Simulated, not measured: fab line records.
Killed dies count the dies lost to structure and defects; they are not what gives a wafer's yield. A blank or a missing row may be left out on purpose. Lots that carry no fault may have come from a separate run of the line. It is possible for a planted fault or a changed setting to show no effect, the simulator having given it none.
What tool caused it? :: flow berkeley_cmos170 :: 13 lots with 39 wafers sampled at 6 steps, on a route of 331 steps

## WHAT EACH GAUGE READ, for each wafer
UCB170_M3_RS_MEAS_02: the measuring method here is four-point-probe. Usual: M3_AL_RS gives 0.0321 ohm/sq (standard deviation 0.00029).
lot: L709
measured: day 6 19:35
on: film_metro-01
M3_AL_RS (ohm/sq): 0.03216 0.03191 0.03174
flag: 

lot: L711
measured: day 8 04:42
on: film_metro-04
M3_AL_RS (ohm/sq): 0.03224 0.03214 0.03235
flag: 

lot: L713
measured: day 8 21:25
on: film_metro-04
M3_AL_RS (ohm/sq): 0.03176 0.03225 0.03218
flag: 

lot: L714
measured: day 8 07:28
on: film_metro-02
M3_AL_RS (ohm/sq): 0.03216 0.03181 0.032
flag: 

lot: L715
measured: day 8 20:52
on: film_metro-01
M3_AL_RS (ohm/sq): 0.0318 0.03201 0.03144
flag: 

lot: L716
measured: day 9 09:04
on: film_metro-04
M3_AL_RS (ohm/sq): 0.03171 0.03189 0.03205
flag: 

lot: L719
measured: day 9 23:13
on: film_metro-04
M3_AL_RS (ohm/sq): 0.03191 0.03225 0.03198
flag: 

lot: L723
measured: day 10 16:08
on: film_metro-04
M3_AL_RS (ohm/sq): 0.03227 0.03784 0.03177
flag: OFF

lot: L725
measured: day 11 05:40
on: film_metro-01
M3_AL_RS (ohm/sq): 0.03203 0.03148 0.03191
flag: 

lot: L726
measured: day 11 14:46
on: film_metro-02
M3_AL_RS (ohm/sq): 0.03221 0.03198 0.03227
flag: 

lot: L727
measured: day 11 20:22
on: film_metro-02
M3_AL_RS (ohm/sq): 0.03225 0.03201 0.03194
flag: 

lot: L730
measured: day 12 10:23
on: film_metro-04
M3_AL_RS (ohm/sq): 0.03185 0.03185 0.03213
flag: 

lot: L731
measured: day 12 11:11
on: film_metro-04
M3_AL_RS (ohm/sq): 0.03243 0.03254 0.03222
flag: 

UCB170_M3_THK_MEAS_03: measures by xrf. Usual: M3_AL_THK gives 902 nm (standard deviation 9.7).
lot: L709
measured: day 6 19:42
on: film_metro-01
M3_AL_THK (nm): 896 902 910
flag: 

lot: L711
measured: day 8 04:49
on: film_metro-04
M3_AL_THK (nm): 905 909 906
flag: 

lot: L713
measured: day 8 21:31
on: film_metro-04
M3_AL_THK (nm): 916 909 902
flag: 

lot: L714
measured: day 8 07:35
on: film_metro-02
M3_AL_THK (nm): 903 905 904
flag: 

lot: L715
measured: day 8 20:59
on: film_metro-01
M3_AL_THK (nm): 906 896 910
flag: 

lot: L716
measured: day 9 09:11
on: film_metro-04
M3_AL_THK (nm): 916 914 909
flag: 

lot: L719
measured: day 9 23:20
on: film_metro-04
M3_AL_THK (nm): 915 908 922
flag: 

lot: L723
measured: day 10 16:15
on: film_metro-04
M3_AL_THK (nm): 910 772 913
flag: OFF

lot: L725
measured: day 11 05:46
on: film_metro-01
M3_AL_THK (nm): 895 911 899
flag: 

lot: L726
measured: day 11 14:53
on: film_metro-02
M3_AL_THK (nm): 901 902 897
flag: 

lot: L727
measured: day 11 20:28
on: film_metro-02
M3_AL_THK (nm): 900 907 905
flag: 

lot: L730
measured: day 12 10:30
on: film_metro-04
M3_AL_THK (nm): 911 910 910
flag: 

lot: L731
measured: day 12 11:19
on: film_metro-04
M3_AL_THK (nm): 903 901 910
flag: 

## EACH LOT AND THE TOOL THAT RAN IT (in order: tool; ch and the chambers of the sampled wafers; start)
lot: L709
UCB170_ZERO_ETCH_06: rie_diel-01 ch 0,2,3, day 1 15:52
UCB170_NWELL_ETCH_13: rie_diel-03 ch 0,3, day 2 05:01
UCB170_V2_STRIP_15: plasma_asher-04 ch 0, day 6 19:12
UCB170_M3_SPUTTER_01: pvd_sputter-03, day 6 19:29

lot: L711
UCB170_ZERO_ETCH_06: rie_diel-02 ch 0,3, day 2 02:42
UCB170_NWELL_ETCH_13: rie_diel-03 ch 0,1,2, day 2 11:42
UCB170_V2_STRIP_15: plasma_asher-04 ch 0,1, day 8 04:20
UCB170_M3_SPUTTER_01: pvd_sputter-02, day 8 04:37

lot: L713
UCB170_ZERO_ETCH_06: rie_diel-01 ch 0,1, day 2 13:03
UCB170_NWELL_ETCH_13: rie_diel-02 ch 0,2, day 2 21:50
UCB170_V2_STRIP_15: plasma_asher-01 ch 0,1, day 8 21:01
UCB170_M3_SPUTTER_01: pvd_sputter-02, day 8 21:17

lot: L714
UCB170_ZERO_ETCH_06: rie_diel-01 ch 0,3, day 2 17:11
UCB170_NWELL_ETCH_13: rie_diel-01 ch 0,2, day 3 05:38
UCB170_V2_STRIP_15: plasma_asher-01 ch 0,1, day 8 07:05
UCB170_M3_SPUTTER_01: pvd_sputter-03, day 8 07:23

lot: L715
UCB170_ZERO_ETCH_06: rie_diel-01 ch 0,1,2, day 2 23:25
UCB170_NWELL_ETCH_13: rie_diel-02 ch 0,1,3, day 3 11:43
UCB170_V2_STRIP_15: plasma_asher-01 ch 0,1, day 8 20:26
UCB170_M3_SPUTTER_01: pvd_sputter-01, day 8 20:46

lot: L716
UCB170_ZERO_ETCH_06: rie_diel-02 ch 0,1, day 3 10:02
UCB170_NWELL_ETCH_13: rie_diel-02 ch 0,1,3, day 3 20:16
UCB170_V2_STRIP_15: plasma_asher-01 ch 0,1, day 9 08:42
UCB170_M3_SPUTTER_01: pvd_sputter-02, day 9 08:59

lot: L719
UCB170_ZERO_ETCH_06: rie_diel-04 ch 0,2, day 3 21:38
UCB170_NWELL_ETCH_13: rie_diel-01 ch 0,1,3, day 4 13:01
UCB170_V2_STRIP_15: plasma_asher-03 ch 0,1, day 9 22:50
UCB170_M3_SPUTTER_01: pvd_sputter-02, day 9 23:07

lot: L723
UCB170_ZERO_ETCH_06: rie_diel-01 ch 0,1,3, day 4 16:04
UCB170_NWELL_ETCH_13: rie_diel-02 ch 1,2,3, day 5 01:07
UCB170_V2_STRIP_15: plasma_asher-03 ch 0,1, day 10 15:45
UCB170_M3_SPUTTER_01: pvd_sputter-03, day 10 16:02

lot: L725
UCB170_ZERO_ETCH_06: rie_diel-02 ch 0,1, day 5 00:40
UCB170_NWELL_ETCH_13: rie_diel-01 ch 1,3, day 5 13:01
UCB170_V2_STRIP_15: plasma_asher-04 ch 0,1, day 11 05:17
UCB170_M3_SPUTTER_01: pvd_sputter-01, day 11 05:32

lot: L726
UCB170_ZERO_ETCH_06: rie_diel-02 ch 0,1,2, day 5 07:47
UCB170_NWELL_ETCH_13: rie_diel-02 ch 2,3, day 5 19:52
UCB170_V2_STRIP_15: plasma_asher-01 ch 0,1, day 11 14:23
UCB170_M3_SPUTTER_01: pvd_sputter-02, day 11 14:40

lot: L727
UCB170_ZERO_ETCH_06: rie_diel-04 ch 1,3, day 5 13:47
UCB170_NWELL_ETCH_13: rie_diel-03 ch 0,2,3, day 6 03:28
UCB170_V2_STRIP_15: plasma_asher-04 ch 0,1, day 11 19:58
UCB170_M3_SPUTTER_01: pvd_sputter-02, day 11 20:16

lot: L730
UCB170_ZERO_ETCH_06: rie_diel-02 ch 0,1, day 6 05:49
UCB170_NWELL_ETCH_13: rie_diel-03 ch 0,3, day 6 17:41
UCB170_V2_STRIP_15: plasma_asher-03 ch 1, day 12 10:01
UCB170_M3_SPUTTER_01: pvd_sputter-02, day 12 10:18

lot: L731
UCB170_ZERO_ETCH_06: rie_diel-01 ch 1,3, day 6 09:47
UCB170_NWELL_ETCH_13: rie_diel-02 ch 1,2,3, day 6 23:50
UCB170_V2_STRIP_15: plasma_asher-04 ch 0,1, day 12 10:49
UCB170_M3_SPUTTER_01: pvd_sputter-02, day 12 11:07
- UCB170_ZERO_ETCH_06: etches SiO2 in CHF3/CF4/Ar, time 12 s.
- UCB170_NWELL_ETCH_13: etches Si3N4 in CH3F/Ar/O2, stops on SiO2, target depth 246.4 nm, time 154 s.
- UCB170_V2_STRIP_15: strips in O2.
- UCB170_M3_SPUTTER_01: material Al, target thk 900 nm, time 120 s.

## WHAT THE TOOLS THEMSELVES READ (means of the sampled wafers that have a number; where no wafer has one, the mark that the record gives instead)
UCB170_ZERO_ETCH_06. Usual: drypump_motor_current_A 5.8 A, standard deviation 0.37; oes_product_au 0.615 a.u., standard deviation 0.0069; throttle_valve_pct 9.24 %, standard deviation 0.11.
lot: L709
tool: rie_diel-01
drypump_motor_current_A (A): 5.7
oes_product_au (a.u.): 0.616
throttle_valve_pct (%): 9.24
flag: 

lot: L711
tool: rie_diel-02
drypump_motor_current_A (A): 6.0
oes_product_au (a.u.): 0.613
throttle_valve_pct (%): 9.36
flag: 

lot: L713
tool: rie_diel-01
drypump_motor_current_A (A): 5.8
oes_product_au (a.u.): 0.616
throttle_valve_pct (%): 9.24
flag: 

lot: L714
tool: rie_diel-01
drypump_motor_current_A (A): 5.7
oes_product_au (a.u.): 0.615
throttle_valve_pct (%): 9.21
flag: 

lot: L715
tool: rie_diel-01
drypump_motor_current_A (A): 5.7
oes_product_au (a.u.): 0.620
throttle_valve_pct (%): 9.25
flag: 

lot: L716
tool: rie_diel-02
drypump_motor_current_A (A): 6.1
oes_product_au (a.u.): 0.612
throttle_valve_pct (%): 9.30
flag: 

lot: L719
tool: rie_diel-04
drypump_motor_current_A (A): 5.4
oes_product_au (a.u.): 0.616
throttle_valve_pct (%): 9.22
flag: 

lot: L723
tool: rie_diel-01
drypump_motor_current_A (A): 5.8
oes_product_au (a.u.): 0.619
throttle_valve_pct (%): 9.22
flag: 

lot: L725
tool: rie_diel-02
drypump_motor_current_A (A): 6.0
oes_product_au (a.u.): 0.624
throttle_valve_pct (%): 9.31
flag: 

lot: L726
tool: rie_diel-02
drypump_motor_current_A (A): 6.1
oes_product_au (a.u.): 0.622
throttle_valve_pct (%): 9.22
flag: 

lot: L727
tool: rie_diel-04
drypump_motor_current_A (A): 5.7
oes_product_au (a.u.): 0.611
throttle_valve_pct (%): 9.30
flag: 

lot: L730
tool: rie_diel-02
drypump_motor_current_A (A): 6.0
oes_product_au (a.u.): 0.612
throttle_valve_pct (%): 9.36
flag: 

lot: L731
tool: rie_diel-01
drypump_motor_current_A (A): 5.9
oes_product_au (a.u.): 0.618
throttle_valve_pct (%): 9.27
flag: 

UCB170_NWELL_ETCH_13. Usual: CH3F_flow_sccm 20.00 sccm, standard deviation 0.062; drypump_motor_current_A 5.9 A, standard deviation 0.3; oes_product_au 0.943 a.u., standard deviation 0.011; throttle_valve_pct 8.05 %, standard deviation 0.099.
lot: L709
tool: rie_diel-03
CH3F_flow_sccm (sccm): 19.98
drypump_motor_current_A (A): 5.7
oes_product_au (a.u.): 0.958
throttle_valve_pct (%): 8.01
flag: 

lot: L711
tool: rie_diel-03
CH3F_flow_sccm (sccm): 20.01
drypump_motor_current_A (A): 6.0
oes_product_au (a.u.): 0.949
throttle_valve_pct (%): 8.09
flag: 

lot: L713
tool: rie_diel-02
CH3F_flow_sccm (sccm): 20.02
drypump_motor_current_A (A): 6.2
oes_product_au (a.u.): 0.948
throttle_valve_pct (%): 7.97
flag: 

lot: L714
tool: rie_diel-01
CH3F_flow_sccm (sccm): 20.03
drypump_motor_current_A (A): 5.6
oes_product_au (a.u.): 0.939
throttle_valve_pct (%): 8.09
flag: 

lot: L715
tool: rie_diel-02
CH3F_flow_sccm (sccm): 20.00
drypump_motor_current_A (A): 6.1
oes_product_au (a.u.): 0.928
throttle_valve_pct (%): 8.09
flag: 

lot: L716
tool: rie_diel-02
CH3F_flow_sccm (sccm): 20.06
drypump_motor_current_A (A): 6.1
oes_product_au (a.u.): 0.945
throttle_valve_pct (%): 8.09
flag: 

lot: L719
tool: rie_diel-01
CH3F_flow_sccm (sccm): 20.04
drypump_motor_current_A (A): 5.8
oes_product_au (a.u.): 0.940
throttle_valve_pct (%): 8.04
flag: 

lot: L723
tool: rie_diel-02
CH3F_flow_sccm (sccm): 19.98
drypump_motor_current_A (A): 6.3
oes_product_au (a.u.): 0.943
throttle_valve_pct (%): 7.97
flag: 

lot: L725
tool: rie_diel-01
CH3F_flow_sccm (sccm): 20.02
drypump_motor_current_A (A): 5.9
oes_product_au (a.u.): 0.943
throttle_valve_pct (%): 8.09
flag: 

lot: L726
tool: rie_diel-02
CH3F_flow_sccm (sccm): 19.99
drypump_motor_current_A (A): 6.4
oes_product_au (a.u.): 0.942
throttle_valve_pct (%): 7.90
flag: 

lot: L727
tool: rie_diel-03
CH3F_flow_sccm (sccm): 19.95
drypump_motor_current_A (A): 5.8
oes_product_au (a.u.): 0.947
throttle_valve_pct (%): 8.03
flag: 

lot: L730
tool: rie_diel-03
CH3F_flow_sccm (sccm): 19.95
drypump_motor_current_A (A): 5.7
oes_product_au (a.u.): 0.945
throttle_valve_pct (%): 8.06
flag: 

lot: L731
tool: rie_diel-02
CH3F_flow_sccm (sccm): 20.00
drypump_motor_current_A (A): 6.3
oes_product_au (a.u.): 0.939
throttle_valve_pct (%): 7.96
flag: 

UCB170_V2_STRIP_15. Usual: drypump_motor_current_A 5.6 A, standard deviation 0.51; oes_product_au 0.722 a.u., standard deviation 0.0045; strip_time_to_endpoint_s 15.25 s, standard deviation 0.14.
lot: L709
tool: plasma_asher-04
drypump_motor_current_A (A): 5.8
oes_product_au (a.u.): 0.724
strip_time_to_endpoint_s (s): 15.38
flag: 

lot: L711
tool: plasma_asher-04
drypump_motor_current_A (A): 5.5
oes_product_au (a.u.): 0.723
strip_time_to_endpoint_s (s): 15.26
flag: 

lot: L713
tool: plasma_asher-01
drypump_motor_current_A (A): 5.8
oes_product_au (a.u.): 0.721
strip_time_to_endpoint_s (s): 15.35
flag: 

lot: L714
tool: plasma_asher-01
drypump_motor_current_A (A): 5.8
oes_product_au (a.u.): 0.724
strip_time_to_endpoint_s (s): 15.08
flag: 

lot: L715
tool: plasma_asher-01
drypump_motor_current_A (A): 5.5
oes_product_au (a.u.): 0.720
strip_time_to_endpoint_s (s): 15.17
flag: 

lot: L716
tool: plasma_asher-01
drypump_motor_current_A (A): 5.8
oes_product_au (a.u.): 0.720
strip_time_to_endpoint_s (s): 15.22
flag: 

lot: L719
tool: plasma_asher-03
drypump_motor_current_A (A): 6.0
oes_product_au (a.u.): 0.729
strip_time_to_endpoint_s (s): 15.19
flag: 

lot: L723
tool: plasma_asher-03
drypump_motor_current_A (A): 6.0
oes_product_au (a.u.): 0.720
strip_time_to_endpoint_s (s): 15.07
flag: 

lot: L725
tool: plasma_asher-04
drypump_motor_current_A (A): 5.1
oes_product_au (a.u.): 0.724
strip_time_to_endpoint_s (s): 15.24
flag: 

lot: L726
tool: plasma_asher-01
drypump_motor_current_A (A): 5.8
oes_product_au (a.u.): 0.721
strip_time_to_endpoint_s (s): 15.26
flag: 

lot: L727
tool: plasma_asher-04
drypump_motor_current_A (A): 5.1
oes_product_au (a.u.): 0.724
strip_time_to_endpoint_s (s): 15.04
flag: 

lot: L730
tool: plasma_asher-03
drypump_motor_current_A (A): 6.0
oes_product_au (a.u.): 0.723
strip_time_to_endpoint_s (s): 15.50
flag: 

lot: L731
tool: plasma_asher-04
drypump_motor_current_A (A): 5.5
oes_product_au (a.u.): 0.725
strip_time_to_endpoint_s (s): 15.07
flag: 

UCB170_M3_SPUTTER_01. Usual: cathode_dc_power_W 6000.1 W, standard deviation 0.98; chamber_pressure_pa 0.4999 Pa, standard deviation 0.00094; throttle_valve_pct 29.9 %, standard deviation 1.1.
lot: L709
tool: pvd_sputter-03
cathode_dc_power_W (W): 5999.9
chamber_pressure_pa (Pa): 0.4998
throttle_valve_pct (%): 30.2
flag: 

lot: L711
tool: pvd_sputter-02
cathode_dc_power_W (W): 5999.8
chamber_pressure_pa (Pa): 0.4988
throttle_valve_pct (%): 29.4
flag: 

lot: L713
tool: pvd_sputter-02
cathode_dc_power_W (W): 6000.5
chamber_pressure_pa (Pa): 0.4993
throttle_valve_pct (%): 29.5
flag: 

lot: L714
tool: pvd_sputter-03
cathode_dc_power_W (W): 6000.0
chamber_pressure_pa (Pa): 0.5001
throttle_valve_pct (%): 29.6
flag: 

lot: L715
tool: pvd_sputter-01
cathode_dc_power_W (W): 5999.9
chamber_pressure_pa (Pa): 0.5001
throttle_valve_pct (%): 29.6
flag: 

lot: L716
tool: pvd_sputter-02
cathode_dc_power_W (W): 5999.2
chamber_pressure_pa (Pa): 0.5007
throttle_valve_pct (%): 29.4
flag: 

lot: L719
tool: pvd_sputter-02
cathode_dc_power_W (W): 6001.8
chamber_pressure_pa (Pa): 0.5004
throttle_valve_pct (%): 29.6
flag: 

lot: L723
tool: pvd_sputter-03
cathode_dc_power_W (W): 5681.0
chamber_pressure_pa (Pa): 0.4999
throttle_valve_pct (%): 29.9
flag: OFF

lot: L725
tool: pvd_sputter-01
cathode_dc_power_W (W): 6000.0
chamber_pressure_pa (Pa): 0.4990
throttle_valve_pct (%): 31.2
flag: 

lot: L726
tool: pvd_sputter-02
cathode_dc_power_W (W): 5999.4
chamber_pressure_pa (Pa): 0.5008
throttle_valve_pct (%): 29.9
flag: 

lot: L727
tool: pvd_sputter-02
cathode_dc_power_W (W): 6000.5
chamber_pressure_pa (Pa): 0.4992
throttle_valve_pct (%): 29.6
flag: 

lot: L730
tool: pvd_sputter-02
cathode_dc_power_W (W): 5999.9
chamber_pressure_pa (Pa): 0.5006
throttle_valve_pct (%): 29.6
flag: 

lot: L731
tool: pvd_sputter-02
cathode_dc_power_W (W): 6001.2
chamber_pressure_pa (Pa): 0.4993
throttle_valve_pct (%): 29.8
flag: 

## THE ANSWER, worked out from the rows above alone
Rule: a lot counts as off when the mean over its wafers that have a number is more than 3 standard deviations away from the usual mean. A lot without any number at a reading at which 4 lots or more have one is off too. The other lots that the step has rows for count as sound. After the gauges, taken in route order, come the tools' own readings; for these a lot's mean is taken, as printed above. The first step at which some lot is off is used, and at that step the reading that is off furthest; a lot without a number counts as furthest.
Off: at UCB170_M3_RS_MEAS_02 (M3_AL_RS), L723.
A tool fits if, at a process step before that reading, it ran every lot that is off, and no sound lot after the first of them. Not tried: the gauges at UCB170_M3_RS_MEAS_02; whatever is off there is also off at UCB170_M3_SPUTTER_01, on other tools, and gauge error can't account for it. One fits: UCB170_M3_SPUTTER_01 on pvd_sputter-03. Its last sound lot is L714 (day 8 07:23), its first lot that is off L723 (day 10 16:02): a fault that began between those two fits.
The tool's own readings at UCB170_M3_SPUTTER_01 bear it out: on the lots that are off they differ by more than 5 times the standard deviation of the sound lots' means. cathode_dc_power_W reads 5681.0 W there against 6000.2 W on the sound lots.

## WHAT THE SIMULATOR PUT IN
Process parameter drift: pvd_sputter-03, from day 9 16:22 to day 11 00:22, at UCB170_M3_SPUTTER_01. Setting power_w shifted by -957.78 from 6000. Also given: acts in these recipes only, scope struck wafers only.
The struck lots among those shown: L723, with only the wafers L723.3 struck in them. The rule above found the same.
